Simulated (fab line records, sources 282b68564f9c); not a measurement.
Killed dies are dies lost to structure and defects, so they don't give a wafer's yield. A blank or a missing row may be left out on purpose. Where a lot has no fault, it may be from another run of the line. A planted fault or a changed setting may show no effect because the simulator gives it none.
A lot that was struck, set against a sound lot	flow rit-cmos	15 out of 202 route steps
Sound: wafers L222.1, L222.3, L222.5. Wafers struck: L236.2, L236.3, L236.5. The cause comes at the end.
Per side, at each step with rows, come the tool, then ch with its chambers, and then its first start. Under that, the readings that differ: sound wafers	struck wafers	difference of the means	sigmas: that difference in standard deviations of wafers without a fault.
alike: a reading whose means differ by less than 2 such deviations, as well as words and numbers matching on both sides. not compared: withheld readings; readings where some wafer has no value; bounds like >300 that might hide an equal value; numbers whose values overlap and for which the record gives no deviation.
A row with sigmas, a row that says differs or no value, or rows on one side alone: a step with any of these is where the two part. Numbers that don't overlap but have no deviation are shown without sigmas and don't part them. Lack of a reading on every wafer of one side parts them only where that side has two or more wafers.

first, 5 steps without rows for these wafers: RIT_NWELL_COAT_01 (resist thk 1321 nm); RIT_NWELL_SOFTBAKE_02 (time 60 s); RIT_NWELL_EXPOSE_03 (exposes mask M2, target cd 43900 nm); RIT_NWELL_PEB_04; RIT_NWELL_DEVELOP_05 (develop time 68 s).
RIT_NWELL_OVL_MEAS_06:
  sound on overlay-02 at day 2 13:23; struck on overlay-02 at day 5 10:43
  alike: NWELL_OVL
then, 2 steps without rows for these wafers: RIT_NWELL_HARDBAKE_07 (time 120 s); RIT_NWELL_IMPLANT_08.
RIT_NWELL_STRIP_09: strips in O2, time 180 s.
  sound on plasma-asher-02 ch 0,1, day 2 13:50; struck on plasma-asher-02 ch 0,1, day 5 11:14
  alike: chamber-pressure-mTorr, drypump-motor-current-A
  not compared: rf-hours-counter-h
RIT_NWELL_TW_MEAS_10:
  sound on film-metro-03 at day 2 14:00; struck on film-metro-01 at day 5 11:25
  alike: NWELL_TW
then, 2 steps without rows for these wafers: RIT_PWELL_HMDS_00 (prime time 60 s); RIT_PWELL_COAT_01 (resist thk 1300 nm).
RIT_PWELL_SOFTBAKE_02: time 61.43 s.
  sound on litho-track-01 ch 0, day 2 14:22; struck on litho-track-01 ch 0, day 5 11:48
reading	sound	struck	difference	sigmas
exhaust-pa (Pa)	46.2 45.0 46.9	44.3 44.1 43.3	-2.1	-2
heater-power-total-W (W)	34.54 34.67 34.54	35.04 35.08 34.98	+0.45	+9
plate-sensor-t-centre-C (C)	90.945 90.973 90.969	91.852 91.849 91.852	+0.889	+89
plate-sensor-t-edge-C (C)	91.038 91.026 91.021	91.906 91.892 91.890	+0.868	+79
then, 1 step without rows for these wafers: RIT_PWELL_EXPOSE_03 (exposes mask M3, target cd 43700 nm).
RIT_M1_PROBE_99:
  sound on prober-01 at day 4 04:21; struck on prober-02 at day 7 02:43
reading	sound	struck	difference	sigmas
killed_at_M0_to_M3	1 0 0	0 0 0	+0	-4
  alike: killed-at-front-end, killed-dies, killed-open, killed-short

== WHERE THEY PART ==
Last at RIT_M1_PROBE_99 as far as this record goes, first at RIT_PWELL_SOFTBAKE_02.

WHY: the cause the simulator had injected
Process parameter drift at RIT_PWELL_SOFTBAKE_02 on litho-track-01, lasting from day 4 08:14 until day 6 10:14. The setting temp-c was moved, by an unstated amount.
